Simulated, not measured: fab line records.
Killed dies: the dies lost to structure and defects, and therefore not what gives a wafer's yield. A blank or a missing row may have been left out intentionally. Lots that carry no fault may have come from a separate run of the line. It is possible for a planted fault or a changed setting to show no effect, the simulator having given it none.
fab line records ; flow rit-cmos
record lots=14; wafers=42; last-day=7
route steps=202 shown PRETRO@72 M1@202
lots that met no fault: taken from a fault-free run of the same line
start-h: the number of hours between the record's first day and the start of the first shown wafer of the lot ; wait-h: hours since the lot's step before ; " same as the row above ; L1.1+2: a row that stands for several wafers ; - value missing, or start not given ; * or withheld: withheld ; < > ~ a bound
route shown NAME@n: a module of which the file shows steps, and the number in the route of the first ; usual: average and standard deviation across the fault-free wafers ; same: alike in all rows ; chamber/n: place in a boat ; sites: readings site by site ; _std_site: how widely they spread, as a standard deviation ; _edge_site: mean of outer sites minus mean of inner sites ; radius-mm: for every site, how far away it sits from the centre of the wafer ; mask NAME#n: copy n ; behind: the tool/chamber that last shaped the wafer ; hold: cause of the lot's hold/its duration in hours/its outcome ; device: whichever transistor did not switch (one of n, p or np) ; end of line: tests of these same wafers at the route's end ; for a step that has no rows: nothing shown but its recipe ; killed: not the wafer's yield, but the dies lost to structure and defects at the first sort ; map: a wafer's dies, x killed, . not, _ none there
set.NAME: the setting the step ran with; set.NAME@STEP: the setting that earlier step ran with ; model.NAME: the simulator's own value behind a step, which no gauge read
the route's steps for a sample of lots (tables are steps, rows are wafers)
services: when a tool's chamber went out of use (start-h, in hours from the record's first day, below 0 if earlier), for how many hours, and the reason
## steps
# step RIT_PRETRO_IMPLANT_08
# recipe species=B; energy-kev=45.71; dose-cm2=1.2e+13; tilt-deg=7
# usual dose-ions-cm2=1.2004e+13/1.4e+10; tilt-deg=7.003/0.021
# same implant-ion-amu=11
lot.wafer;tool;chamber;start-h;wait-h;dose-ions-cm2;tilt-deg
L240.1;implanter-04;0;35.59;0.2;1.2032e+13;6.993
L240.2;implanter-04;0;35.59;0.2;1.2028e+13;7.025
L240.4;implanter-04;0;35.59;0.2;1.1991e+13;7.001
L244.2;implanter-03;0;57.97;0.2;1.198e+13;7.037
L244.4;implanter-03;0;57.97;0.2;1.1992e+13;7.016
L244.5;implanter-03;0;57.97;0.2;1.202e+13;7.004
L245.3;implanter-03;0;60.57;0.2;1.2014e+13;7.022
L245.4;implanter-03;0;60.57;0.2;1.2021e+13;7.010
L245.5;implanter-03;0;60.57;0.2;1.2032e+13;7.054
L246.1;implanter-02;0;66.95;0.2;1.1997e+13;7.014
L246.3;implanter-02;0;66.95;0.2;1.2005e+13;7.025
L246.5;implanter-02;0;66.95;0.2;1.1996e+13;6.970
L247.1;implanter-02;0;77.18;0.2;1.2012e+13;7.005
L247.3;implanter-02;0;77.18;0.2;1.2e+13;7.019
L247.6;implanter-02;0;77.18;0.2;1.2013e+13;7.003
L248.1;implanter-03;0;82.41;0.2;1.2012e+13;7.014
L248.4;implanter-03;0;82.41;0.2;1.2014e+13;7.025
L248.6;implanter-03;0;82.41;0.2;1.1988e+13;6.998
L250.4;implanter-03;0;89.90;0.2;1.2018e+13;6.984
L250.5;implanter-03;0;89.90;0.2;1.2017e+13;6.967
L250.6;implanter-03;0;89.90;0.2;1.2022e+13;6.969
L251.2;implanter-02;0;92.09;0.2;1.2012e+13;6.982
L251.3;implanter-02;0;92.09;0.2;1.2013e+13;7.004
L251.4;implanter-02;0;92.09;0.2;1.1995e+13;6.988
L252.1;implanter-03;0;96.02;0.2;1.1997e+13;5.269
L252.5;implanter-03;0;96.02;0.2;1.1993e+13;5.230
L252.6;implanter-03;0;96.02;0.2;1.1998e+13;5.244
L254.1;implanter-02;0;108.41;0.2;1.2013e+13;6.979
L254.4;implanter-02;0;108.41;0.2;1.199e+13;6.983
L254.5;implanter-02;0;108.41;0.2;1.1998e+13;6.992
L259.1;implanter-03;0;130.98;0.2;1.2019e+13;5.287
L259.2;implanter-03;0;130.98;0.2;1.2021e+13;5.244
L259.6;implanter-03;0;130.98;0.2;1.2012e+13;5.243
L260.1;implanter-04;0;136.15;0.2;1.1988e+13;7.030
L260.2;implanter-04;0;136.15;0.2;1.1982e+13;7.044
L260.5;implanter-04;0;136.15;0.2;1.1976e+13;7.011
L261.2;implanter-04;0;141.84;0.2;1.2008e+13;7.012
L261.3;implanter-04;0;141.84;0.2;1.1992e+13;7.025
L261.5;implanter-04;0;141.84;0.2;1.1991e+13;7.031
L262.1;implanter-02;0;146.99;0.2;1.2015e+13;7.037
L262.2;implanter-02;0;146.99;0.2;1.2014e+13;7.020
L262.4;implanter-02;0;146.99;0.2;1.2003e+13;7.010
# step RIT_M1_PROBE_99
# usual killed-at-contacts=0.1/0.27; killed-at-front-end=7/3; killed-dies=7.0/3; killed-open=3.5/2.1; killed-short=3.4/1.9
# same gross-dies=264; killed_at_M0_to_M3=0; killed_at_M4_up=0; killed-at-back-side=0; killed-at-other=0
lot.wafer;tool;chamber;start-h;wait-h;killed-at-contacts;killed-at-front-end;killed-dies;killed-open;killed-short
L246.1;prober-02;-;95.29;0.1;0;12;12;5;7
L246.3;prober-02;-;95.39;0.2;0;9;9;4;5
L246.5;prober-02;-;95.49;0.2;0;2;2;1;1
L254.1;prober-02;-;136.67;0.1;0;7;7;3;4
L254.4;prober-02;-;136.82;0.2;0;7;7;4;3
L254.5;prober-02;-;136.87;0.2;0;6;6;4;2
L261.2;prober-01;-;168.47;0.1;0;7;7;4;3
L261.3;prober-01;-;168.52;0.2;0;6;6;3;3
L261.5;prober-01;-;168.62;0.2;0;7;7;4;3
# killed by level:class
L246.1 GATE:geometric-particle:open=3 SPACER:geometric-particle:short=3 FOX1:geometric-particle:short=1 FOX2:geometric-particle:short=1 GATE:geometric-particle:short=1 SPACER:geometric-particle:open=1 SILICIDE:geometric-particle:short=1 SILICIDE:geometric-particle:open=1
L246.3 FOX1:geometric-particle:short=2 REOX:geometric-particle:open=2 FOX1:geometric-particle:open=1 FOX2:geometric-particle:open=1 GATE:geometric-particle:short=1 REOX:geometric-particle:short=1 SPACER:geometric-particle:short=1
L246.5 FOX2:geometric-particle:short=1 SPACER:geometric-particle:open=1
L254.1 FOX1:geometric-particle:open=2 GATE:geometric-particle:short=2 GATE:geometric-particle:open=1 REOX:geometric-particle:short=1 SILICIDE:geometric-particle:short=1
L254.4 FOX1:geometric-particle:open=2 GATE:geometric-particle:open=2 SPACER:geometric-particle:short=2 FOX1:geometric-particle:short=1
L254.5 FOX1:geometric-particle:short=1 FOX1:geometric-particle:open=1 GATE:geometric-particle:short=1 GATE:geometric-particle:open=1 SPACER:geometric-particle:open=1 SILICIDE:geometric-particle:open=1
L261.2 GATE:geometric-particle:open=3 GATE:geometric-particle:short=1 REOX:geometric-particle:short=1 SPACER:geometric-particle:open=1 SPACER:geometric-particle:short=1
L261.3 FOX1:geometric-particle:short=1 GATE:geometric-particle:open=1 REOX:geometric-particle:short=1 SPACER:geometric-particle:open=1 SILICIDE:geometric-particle:short=1 SILICIDE:geometric-particle:open=1
L261.5 FOX2:geometric-particle:open=2 GATE:geometric-particle:short=2 GATE:geometric-particle:open=2 FOX2:geometric-particle:short=1
## services
tool;chamber;start-h;hours;kind
implanter-04;-;54.87;3.8;pm
implanter-02;-;58.44;2.9;pm
implanter-02;-;78.32;2.1;repair
implanter-03;-;84.04;0.6;repair
implanter-03;-;94.10;1.7;repair
implanter-04;-;121.91;3.4;repair
implanter-02;-;141.39;5.6;repair
## key
first-sign step=RIT_PRETRO_IMPLANT_08; reading=tilt-deg; direction=down; sigmas=83; usual=7.003; struck=5.253
effect none on later readings
met-at RIT_PRETRO_IMPLANT_08
struck-lots L252,L259
tester-left-out L252,L259
onset-between 89.90 96.02
fault kind=process-parameter-drift; tool=implanter-03; chamber=-; onset-h=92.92; steps=RIT_PRETRO_IMPLANT_08; channel=tilt-deg; offset=-1.7298; shape=step; end-h=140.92; acts-in=these-recipes-only; stated=7
# tester-left-out: of these lots the tester's yield and bins aren't shown, on N5 and GAA mostly nor the transistor test; their killed dies are dies lost to structure and defects alone, not to doping, threshold or leakage, so they don't give the yield
